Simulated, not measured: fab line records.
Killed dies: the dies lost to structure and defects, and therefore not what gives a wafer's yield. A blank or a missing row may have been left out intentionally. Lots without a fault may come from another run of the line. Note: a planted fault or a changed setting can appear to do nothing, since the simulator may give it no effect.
Struck lot and sound lot, side by side | flow berkeleyCmos170 | 14 steps out of a route of 331
Sound: these wafers, L522.2, L522.4, L522.6. Struck: wafers L533.1, L533.3, L533.6. The cause is given at the end.
At each step with rows: each side's tool, then ch and its chambers, then its first start. Under that, the readings that differ: sound wafers | struck wafers | difference of the means | sigmas: that difference in standard deviations of wafers without a fault.
alike: words and numbers the same on both sides, and readings whose means are apart by under 2 such deviations; not compared: readings that were withheld, readings missing a value for some wafer, numbers with overlapping values and no deviation given by the record, and bounds like >300 which may hide the same value.
A row with sigmas, a row that says differs or no value, or rows on one side alone: a step with any of these is where the two part. Numbers that have no deviation but don't overlap get no sigmas and don't part them. A reading that every wafer of one side lacks parts them only if that side has two wafers or more.

first, 3 steps without rows for these wafers: UCB170_M1_EXPOSE_06 (exposes mask METAL1, target cd 700 nm); UCB170_M1_PEB_07; UCB170_M1_DEVELOP_08 (develop time 45 s).
UCB170_M1_CD_MEAS_09 targets a cd of 700 nm.
  sound on cdSem-02, day 9 04:19; struck on cdSem-02, day 11 13:52
  alike: cdNm
UCB170_M1_OVL_MEAS_10:
  sound on overlay-02, day 9 04:25; struck on overlay-02, day 11 13:59
  alike: M1_OVL
UCB170_M1_ETCH_11: etches BARC in N2/H2.
  sound on rieDiel-04 ch 0,3, day 9 04:27; struck on rieDiel-01 ch 0,1,3, day 11 14:02
  alike: drypumpMotorCurrentA, oesProductAu, throttleValvePct
UCB170_M1_METAL_ETCH_12: etches Al in Cl2/BCl3, stops on PSG, target depth 780 nm, time 130 s.
  sound on rieMetal-01 ch 1, day 9 04:29; struck on rieMetal-01 ch 0,1, day 11 14:04
  alike: drypumpMotorCurrentA, oesProductAu, throttleValvePct
  not compared: rfHoursCounterH
UCB170_M1_STRIP_13: strips in O2.
  sound on plasmaAsher-03 ch 0,1, day 9 04:38; struck on plasmaAsher-04 ch 0,1, day 11 14:13
  alike: drypumpMotorCurrentA, oesProductAu
  not compared: rfHoursCounterH
UCB170_M1_CD_MEAS_90 targets a cd of 700 nm.
  sound on cdSem-02, day 9 04:45; struck on cdSem-02, day 11 14:19
  alike: cdNm
then, 1 step without rows for these wafers: UCB170_M1_ANNEAL_14 (time 1223 s).
UCB170_V1_CVD_00: deposits SiO2 from TEOS/O2, target thk 2000 nm, time 250 s.
  sound on pecvd-03 ch 0,1, day 9 07:09; struck on pecvd-01 ch 0,2, day 11 15:46
  alike: heaterPowerW
UCB170_V1_THK_MEAS_01:
  sound on filmMetro-01, day 9 07:19; struck on filmMetro-01, day 11 15:55
  alike: V1_TEOS_THK
UCB170_V1_CMP_02: polishes SiO2.
  sound on cmp-02 ch 1,2, day 9 07:22; struck on cmp-02 ch 0,1, day 11 16:01
reading         | sound             | struck            | difference | sigmas
platenRpm (rpm) | 60.09 60.07 60.03 | 65.99 65.96 66.01 | +5.92      | +99 or more
  alike: headPressurePsi, motorCurrentA
UCB170_V1_BOW_MEAS_03:
  sound on filmMetro-03, day 9 07:41; struck on filmMetro-04, day 11 16:16
  alike: V1_BOW

## WHERE THEY PART
UCB170_V1_CMP_02 only, going by this record. Later steps at which nothing parts them and some readings are alike: UCB170_V1_BOW_MEAS_03.

WHY: whatever the simulator had introduced
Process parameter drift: cmp-02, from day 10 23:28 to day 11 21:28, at UCB170_V1_CMP_02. Setting platenRpm shifted by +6 from 60. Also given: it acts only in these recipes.
